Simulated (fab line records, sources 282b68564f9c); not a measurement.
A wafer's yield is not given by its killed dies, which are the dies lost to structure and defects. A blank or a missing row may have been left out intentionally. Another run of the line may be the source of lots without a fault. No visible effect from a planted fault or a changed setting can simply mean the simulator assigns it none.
2 desks looking at one fault	flow ritCmos	each desk has only its own numbers; what lay behind them comes last

DESK OF THE TOOL OWNER: pecvd-04
The tool's own readings at RIT_CONTACT_CVD_00 (deposits SiO2 from TEOS, target thk 400 nm, time 62.35 s): means of the sampled wafers that have a number, for each lot that ran on this tool. Marked OUT: a lot whose mean sits more than 4 standard deviations from the usual mean, which makes it out of limits; the brackets give that distance.
Columns: A = heaterPowerW at RIT_CONTACT_CVD_00, usual 318 W
lot	first seen here	A
L153	day 3 12:53	312
L156	day 4 04:09	342
L159	day 4 20:00	326
L165	day 6 00:05	354
L168	day 6 18:53	294
This desk's verdict: no lot among the 5 shows anything out of limits.

FROM THE METROLOGY DESK
Means of the sampled wafers that have a number, per lot and without regard to the tool the lot ran on: this is what the gauges read. Marked OUT: a lot whose mean sits more than 4 standard deviations from the usual mean, which makes it out of limits; the brackets give that distance.
Columns: A = PLDD_RS at RIT_SDANNEAL_RS_MEAS_06, usual 178.6 ohm/sq; B = M1_AL_THK at RIT_M1_THK_MEAS_02, usual 398 nm; C = M1_OVL at RIT_M1_OVL_MEAS_10, usual -1.3 nm
lot	first seen here	A	B	C
L152	day 3 06:16	178.8	398	1.1
L153	day 3 12:09	177.8	392	-1.5
L154	day 3 17:31	177.9	401	1.0
L155	day 4 02:14	178.8	401	-1.4
L156	day 4 03:20	178.8	400	-0.6
L159	day 4 19:14	179.3	400	-3.5
L160	day 4 23:23	178.5	403	-0.6
L161	day 5 03:20	179.1	398	-2.2
L163	day 5 12:34	178.9	397	-0.8
L164	day 5 20:55	178.9	396	0.1
L165	day 5 23:20	179.1	402	-0.9
L168	day 6 18:07	178.1	394	-0.4
L169	day 6 23:59	178.7	393	-2.9
L173	day 7 18:43	177.4	399	-3.0
This desk's verdict: no lot among the 14 shows anything out of limits.

TAKEN TOGETHER
Nothing out of limits was seen by the tool owner's desk.
At the metrology desk, nothing out of limits was observed.

WHAT HAD BEEN PUT IN BY THE SIMULATOR
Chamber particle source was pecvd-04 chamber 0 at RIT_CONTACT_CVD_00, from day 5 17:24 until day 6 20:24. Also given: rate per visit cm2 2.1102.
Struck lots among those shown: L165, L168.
